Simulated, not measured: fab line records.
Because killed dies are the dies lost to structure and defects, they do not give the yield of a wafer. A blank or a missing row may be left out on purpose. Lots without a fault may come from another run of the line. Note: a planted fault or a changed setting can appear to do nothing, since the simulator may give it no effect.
Which of the tools did it? | flow rit_cmos | Sampling: 15 lots, 45 wafers, 2 of 202 route steps

WHAT THE GAUGES READ, wafer by wafer
No reading from a measuring or inspecting step in the record can be judged against a usual standard deviation.

TOOL THAT RAN EACH LOT (tool first, then ch and the chambers of the sampled wafers, then the start)
lot  | RIT_CONTACT_STRIP_12                | RIT_M1_PROBE_99
L567 | plasma_asher-01 ch 0,1, day 3 10:22 | prober-01, day 3 18:36
L568 | plasma_asher-04 ch 0,1, day 3 13:34 | -
L569 | plasma_asher-04 ch 0,1, day 3 20:49 | -
L570 | plasma_asher-03 ch 0,1, day 4 04:40 | -
L573 | plasma_asher-04 ch 0,1, day 4 20:02 | -
L575 | plasma_asher-03 ch 0,1, day 5 09:53 | prober-01, day 5 14:54
L576 | plasma_asher-04 ch 0,1, day 5 12:39 | -
L578 | plasma_asher-03 ch 1, day 5 19:35   | prober-02, day 6 00:22
L579 | plasma_asher-03 ch 0,1, day 5 22:45 | -
L580 | plasma_asher-03 ch 0, day 6 04:55   | prober-02, day 6 09:57
L583 | plasma_asher-01 ch 0,1, day 6 19:05 | -
L584 | plasma_asher-01 ch 0,1, day 6 23:32 | prober-02, day 7 04:43
L585 | plasma_asher-01 ch 0,1, day 7 05:17 | -
L587 | plasma_asher-04 ch 0,1, day 7 14:23 | prober-01, day 7 20:04
L589 | plasma_asher-04 ch 0,1, day 8 03:32 | -
- RIT_CONTACT_STRIP_12: strips in O2, time 180 s.
- RIT_M1_PROBE_99

WHAT THE TOOLS THEMSELVES READ (means of the sampled wafers that have a number; where no wafer has one, the mark that the record gives instead)
RIT_CONTACT_STRIP_12. Usual: drypump_motor_current_A 5.8 A, standard deviation 0.36; run_length_s 208.4 s, standard deviation 0.42.
lot  | tool            | drypump_motor_current_A (A) | run_length_s (s) | flag
L567 | plasma_asher-01 | 6.3                         | 208.4            |
L568 | plasma_asher-04 | 5.5                         | 208.3            |
L569 | plasma_asher-04 | 5.4                         | 209.0            |
L570 | plasma_asher-03 | 5.8                         | 208.1            |
L573 | plasma_asher-04 | 5.5                         | 208.5            |
L575 | plasma_asher-03 | 5.9                         | 208.2            |
L576 | plasma_asher-04 | 5.5                         | 208.5            |
L578 | plasma_asher-03 | 5.4                         | 183.4            | OFF
L579 | plasma_asher-03 | 5.9                         | 183.4            | OFF
L580 | plasma_asher-03 | 6.1                         | 183.2            | OFF
L583 | plasma_asher-01 | 6.2                         | 208.8            |
L584 | plasma_asher-01 | 6.2                         | 208.2            |
L585 | plasma_asher-01 | 6.2                         | 208.4            |
L587 | plasma_asher-04 | 5.4                         | 208.6            |
L589 | plasma_asher-04 | 5.5                         | 208.2            |

RIT_M1_PROBE_99. Usual: killed_at_contacts 0.0, standard deviation 0.22; killed_at_front_end 6.9, standard deviation 2.9; killed_dies 7.0, standard deviation 2.9; killed_open 3.5, standard deviation 2; killed_short 3.5, standard deviation 2.
lot  | tool      | killed_at_contacts | killed_at_front_end | killed_dies | killed_open | killed_short | flag
L567 | prober-01 | 0.0                | 6.0                 | 6.0         | 3.7         | 2.3          |
L575 | prober-01 | 0.0                | 7.7                 | 7.7         | 4.0         | 3.7          |
L578 | prober-02 | 0.0                | 8.3                 | 8.3         | 3.7         | 4.7          |
L580 | prober-02 | 0.0                | 6.3                 | 6.3         | 4.7         | 1.7          |
L584 | prober-02 | 0.0                | 6.3                 | 6.3         | 3.7         | 2.7          |
L587 | prober-01 | 0.0                | 5.0                 | 5.0         | 2.7         | 2.3          |

THE ANSWER, worked out from the rows above alone
Rule: take the mean of a lot's wafers that have a number; if it is more than 3 standard deviations from the usual mean, the lot is off. Also off: a lot with no number at a reading for which 4 or more lots have one. The other lots that the step has rows for count as sound. First the gauges in route order, then the tools' own readings, where a lot's mean is used as printed above. The first step at which some lot is off is used, and at that step the reading that is off furthest; a lot without a number counts as furthest.
Off at RIT_CONTACT_STRIP_12 (run_length_s): L578, L579, L580.
If a tool, at that step or one of the process steps before it, ran each lot that is off and ran no sound lot following the first of them, it fits. One candidate fits, namely plasma_asher-03 at RIT_CONTACT_STRIP_12. Its last sound lot is L575 (day 5 09:53), its first lot that is off L578 (day 5 19:35): a fault that began between those two fits.
The tool's own readings at RIT_CONTACT_STRIP_12 bear it out: on the lots that are off they differ by more than 5 times the standard deviation of the sound lots' means. run_length_s reads 183.3 s there against 208.4 s on the sound lots.

WHAT THE SIMULATOR HAD PUT IN
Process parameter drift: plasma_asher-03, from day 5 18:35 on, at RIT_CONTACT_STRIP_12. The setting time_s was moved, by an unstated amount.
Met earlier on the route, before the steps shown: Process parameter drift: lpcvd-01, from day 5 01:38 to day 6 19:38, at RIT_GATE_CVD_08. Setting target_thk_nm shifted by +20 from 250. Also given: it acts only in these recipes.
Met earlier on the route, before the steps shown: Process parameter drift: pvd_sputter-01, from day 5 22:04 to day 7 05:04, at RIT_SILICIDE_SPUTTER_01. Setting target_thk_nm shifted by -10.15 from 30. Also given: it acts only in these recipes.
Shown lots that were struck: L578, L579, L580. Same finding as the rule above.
